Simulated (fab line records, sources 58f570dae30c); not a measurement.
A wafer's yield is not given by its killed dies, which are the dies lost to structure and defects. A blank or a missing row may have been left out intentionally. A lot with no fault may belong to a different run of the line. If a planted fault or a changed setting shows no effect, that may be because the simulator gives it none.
Comparing a struck lot with a sound one | flow berkeley cmos170 | 22 out of 331 route steps
Sound: these wafers, L450.1, L450.2, L450.5. Wafers struck: L457.1, L457.4, L457.5. Last of all comes the cause.
Per side, at each step with rows, come the tool, then ch with its chambers, and then its first start. Under that, the readings that differ: sound wafers | struck wafers | difference of the means | sigmas: that difference in standard deviations of wafers without a fault.
alike: same words and numbers on both sides, and readings whose means sit less than 2 such deviations apart. not compared: any withheld reading, any reading some wafer has no value for, any bound like >300 that may hide the same value, and any number with overlapping values for which the record gives no deviation.
A row with sigmas, a row that says differs or no value, or rows on one side alone: a step with any of these is where the two part. Numbers that don't overlap but have no deviation are shown without sigmas and don't part them. Lack of a reading on every wafer of one side parts them only where that side has two or more wafers.

first, 3 steps without rows for these wafers: UCB170_FIELD_WET_ETCH_04 (etches SiO2 in dHF, time 60 s); UCB170_FIELD_WET_ETCH_05 (etches Si3N4 in H3PO4, time 12600 s); UCB170_FIELD_WET_ETCH_06 (etches SiO2 in BOE, time 22 s).
UCB170_FIELD_THK_MEAS_90:
  struck on film metro-03, day 7 09:27; sound on film metro-03, day 5 20:41
  alike: FIELD_OXIDE_LEFT_1_THK
then, 2 steps without rows for these wafers: UCB170_SACOX_CLEAN_00 (cleans in dHF, time 7.5 s); UCB170_SACOX_OXIDATION_01 (target thk 14.4 nm, ox time 2400 s).
UCB170_SACOX_THK_MEAS_02:
  struck on film metro-01, day 7 15:17; sound on film metro-02, day 6 00:43
  alike: SACOX_OXIDE_THK
then, 2 steps without rows for these wafers: UCB170_SCREENOX_WET_ETCH_00 (etches SiO2 in dHF, time 200 s); UCB170_SCREENOX_OXIDATION_01 (target thk 14.4 nm, ox time 2400 s).
UCB170_SCREENOX_THK_MEAS_02:
  struck on film metro-03, day 7 21:13; sound on film metro-01, day 6 05:32
  alike: SCREENOX_OXIDE_THK
then, 2 steps without rows for these wafers: UCB170_SCREENOX_ANNEAL_03 (time 900 s); UCB170_NVT_HMDS_00 (prime time 60 s).
UCB170_NVT_COAT_01: resist thk 900 nm.
  sound on litho track-01 ch 0, day 6 08:54; struck on litho track-03 ch 0, day 8 02:56
  reading                              | sound             | struck            | difference | sigmas
  dispense pressure kPa (kPa)          | 58 58 58          | 49 49 49          | -9         | -2
  model.KrF_of_NVT_COAT_01.thk nm (nm) | 909.5 908.7 907.4 | 723.3 722.6 723.2 | -185.5     |
then, 3 steps without rows for these wafers: UCB170_NVT_SOFTBAKE_02 (time 60 s); UCB170_NVT_EXPOSE_03 (exposes mask PWELL, target cd 3000 nm); UCB170_NVT_PEB_04.
UCB170_NVT_DEVELOP_05: develop time 45 s.
  sound: litho track-02 ch 0; struck: litho track-02 ch 0
  reading                              | sound             | struck          | difference | sigmas
  model.KrF_of_NVT_COAT_01.thk nm (nm) | 895.3 894.5 893.2 | 709.1 708.4 709 | -185.5     |
UCB170_NVT_OVL_MEAS_06:
  struck on overlay-01, day 8 04:22; sound on overlay-01, day 6 10:49
  alike: NVT_OVL
following that, these wafers have no rows for 1 step: UCB170_NVT_IMPLANT_07.
UCB170_NVT_STRIP_08: strips in O2.
  sound on plasma asher-04 ch 0,1, day 6 11:01; struck on plasma asher-01 ch 0,1, day 8 04:33
  reading                      | sound             | struck            | difference | sigmas
  strip time to endpoint s (s) | 21.84 21.82 21.79 | 17.41 17.37 17.40 | -4.42      | -50
  alike: drypump motor current A, oes product au
  not compared: rf hours counter h
UCB170_NVT_TW_MEAS_09:
  struck on film metro-02, day 8 04:39; sound on film metro-04, day 6 11:07
  reading | sound       | struck      | difference | sigmas
  NVT_TW  | 529 531 532 | 511 514 514 | -18        | -3
following that, these wafers have no rows for 1 step: UCB170_M3_PROBE_99.

## WHERE THEY PART
Last at UCB170_NVT_TW_MEAS_09 as far as this record goes, first at UCB170_NVT_COAT_01.

WHY: the cause the simulator had injected
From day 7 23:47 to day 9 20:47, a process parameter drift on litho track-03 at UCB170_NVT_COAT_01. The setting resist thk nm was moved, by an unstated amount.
